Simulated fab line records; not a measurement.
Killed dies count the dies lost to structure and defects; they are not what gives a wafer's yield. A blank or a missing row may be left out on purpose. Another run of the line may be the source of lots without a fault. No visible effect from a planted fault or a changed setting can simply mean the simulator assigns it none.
Which tool was responsible? :: flow berkeleyCmos170 :: 14 lots, 42 wafers sampled, at 2 steps of a route of 331

== WHAT EACH GAUGE READ, for each wafer ==
UCB170_NWELL_OVL_MEAS_12. Usual: for NWELL_OVL the level is -1 nm and the standard deviation is 4.1.
lot: L411
measured: day 2 06:44
on: overlay-01
NWELL_OVL (nm): -5 -1 -7
flag: 

lot: L412
measured: day 2 18:47
on: overlay-01
NWELL_OVL (nm): -4 4 2
flag: 

lot: L413
measured: day 3 00:56
on: overlay-01
NWELL_OVL (nm): -7 -2 -5
flag: 

lot: L414
measured: day 3 05:34
on: overlay-02
NWELL_OVL (nm): 0 -5 -3
flag: 

lot: L415
measured: day 3 13:19
on: overlay-01
NWELL_OVL (nm): -3 -3 0
flag: 

lot: L416
measured: day 3 14:02
on: overlay-01
NWELL_OVL (nm): -3 -4 0
flag: 

lot: L419
measured: day 4 06:41
on: overlay-02
NWELL_OVL (nm): 920 924 924
flag: OFF

lot: L421
measured: day 4 12:01
on: overlay-02
NWELL_OVL (nm): 927 921 922
flag: OFF

lot: L423
measured: day 5 05:05
on: overlay-01
NWELL_OVL (nm): 916 921 921
flag: OFF

lot: L426
measured: day 5 19:24
on: overlay-02
NWELL_OVL (nm): -4 1 0
flag: 

lot: L428
measured: day 6 03:14
on: overlay-02
NWELL_OVL (nm): 5 0 0
flag: 

lot: L431
measured: day 6 18:19
on: overlay-01
NWELL_OVL (nm): -9 -6 -1
flag: 

lot: L432
measured: day 7 00:03
on: overlay-01
NWELL_OVL (nm): 1 5 1
flag: 

lot: L434
measured: day 7 11:31
on: overlay-02
NWELL_OVL (nm): 0 -2 10
flag: 

== WHAT TOOL EACH LOT RAN ON (gives the tool, then ch and the chambers of the sampled wafers, and finally the start) ==
lot: L411
UCB170_NWELL_EXPOSE_09: krfScanner-02 ch 0, day 2 06:09

lot: L412
UCB170_NWELL_EXPOSE_09: krfScanner-01 ch 0, day 2 17:37

lot: L413
UCB170_NWELL_EXPOSE_09: krfScanner-01 ch 0, day 3 00:20

lot: L414
UCB170_NWELL_EXPOSE_09: krfScanner-01 ch 0, day 3 05:10

lot: L415
UCB170_NWELL_EXPOSE_09: krfScanner-02 ch 0, day 3 12:55

lot: L416
UCB170_NWELL_EXPOSE_09: krfScanner-02 ch 0, day 3 13:16

lot: L419
UCB170_NWELL_EXPOSE_09: krfScanner-01 ch 0, day 4 06:19

lot: L421
UCB170_NWELL_EXPOSE_09: krfScanner-01 ch 0, day 4 11:38

lot: L423
UCB170_NWELL_EXPOSE_09: krfScanner-01 ch 0, day 5 04:41

lot: L426
UCB170_NWELL_EXPOSE_09: krfScanner-02 ch 0, day 5 19:01

lot: L428
UCB170_NWELL_EXPOSE_09: krfScanner-02 ch 0, day 6 02:17

lot: L431
UCB170_NWELL_EXPOSE_09: krfScanner-02 ch 0, day 6 17:35

lot: L432
UCB170_NWELL_EXPOSE_09: krfScanner-02 ch 0, day 6 23:41

lot: L434
UCB170_NWELL_EXPOSE_09: krfScanner-02 ch 0, day 7 11:10
- UCB170_NWELL_EXPOSE_09: exposes mask NWELL, target cd 3000 nm.

== AS READ BY THE TOOLS THEMSELVES (means over the sampled wafers that have a number; for cases with no such wafer, the mark the record gives instead) ==
UCB170_NWELL_EXPOSE_09. Usual: exposureDoseMJCm2 at 24.990, with a standard deviation of 0.026.
lot: L411
tool: krfScanner-02
exposureDoseMJCm2: 24.961
flag: 

lot: L412
tool: krfScanner-01
exposureDoseMJCm2: 24.939
flag: 

lot: L413
tool: krfScanner-01
exposureDoseMJCm2: 24.994
flag: 

lot: L414
tool: krfScanner-01
exposureDoseMJCm2: 24.995
flag: 

lot: L415
tool: krfScanner-02
exposureDoseMJCm2: 24.952
flag: 

lot: L416
tool: krfScanner-02
exposureDoseMJCm2: 24.987
flag: 

lot: L419
tool: krfScanner-01
exposureDoseMJCm2: 24.994
flag: 

lot: L421
tool: krfScanner-01
exposureDoseMJCm2: 24.963
flag: 

lot: L423
tool: krfScanner-01
exposureDoseMJCm2: 24.984
flag: 

lot: L426
tool: krfScanner-02
exposureDoseMJCm2: 24.990
flag: 

lot: L428
tool: krfScanner-02
exposureDoseMJCm2: 25.015
flag: 

lot: L431
tool: krfScanner-02
exposureDoseMJCm2: 25.000
flag: 

lot: L432
tool: krfScanner-02
exposureDoseMJCm2: 24.985
flag: 

lot: L434
tool: krfScanner-02
exposureDoseMJCm2: 25.009
flag: 

== THE ANSWER, worked out from the rows above alone ==
Rule: a lot is off if the mean of its wafers that have a number lies more than 3 standard deviations from the usual mean. Also off: a lot with no number at a reading for which 4 or more lots have one. Where the step has rows for the other lots, those lots are counted as sound. After the gauges, taken in route order, come the tools' own readings; for these a lot's mean is taken, as printed above. The first step at which some lot is off is used, and at that step the reading that is off furthest; a lot without a number counts as furthest.
Off: L419, L421, L423, seen at UCB170_NWELL_OVL_MEAS_12 (NWELL_OVL).
A tool fits if, at a process step before that reading, it ran every lot that is off, and no sound lot after the first of them. Those tools and the gauges at UCB170_NWELL_OVL_MEAS_12 are tried in the same way. One candidate fits, namely krfScanner-01 at UCB170_NWELL_EXPOSE_09. A fault onset in the window from L414 (day 3 05:10, its last sound lot) to L419 (day 4 06:19, its first lot off) fits.

== WHAT WAS PUT IN BY THE SIMULATOR ==
Scanner matching overlay: krfScanner-01, from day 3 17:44 on, at UCB170_NWELL_EXPOSE_09. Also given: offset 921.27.
Lots struck among those shown: L419, L421, L423. The rule given above showed the same thing.
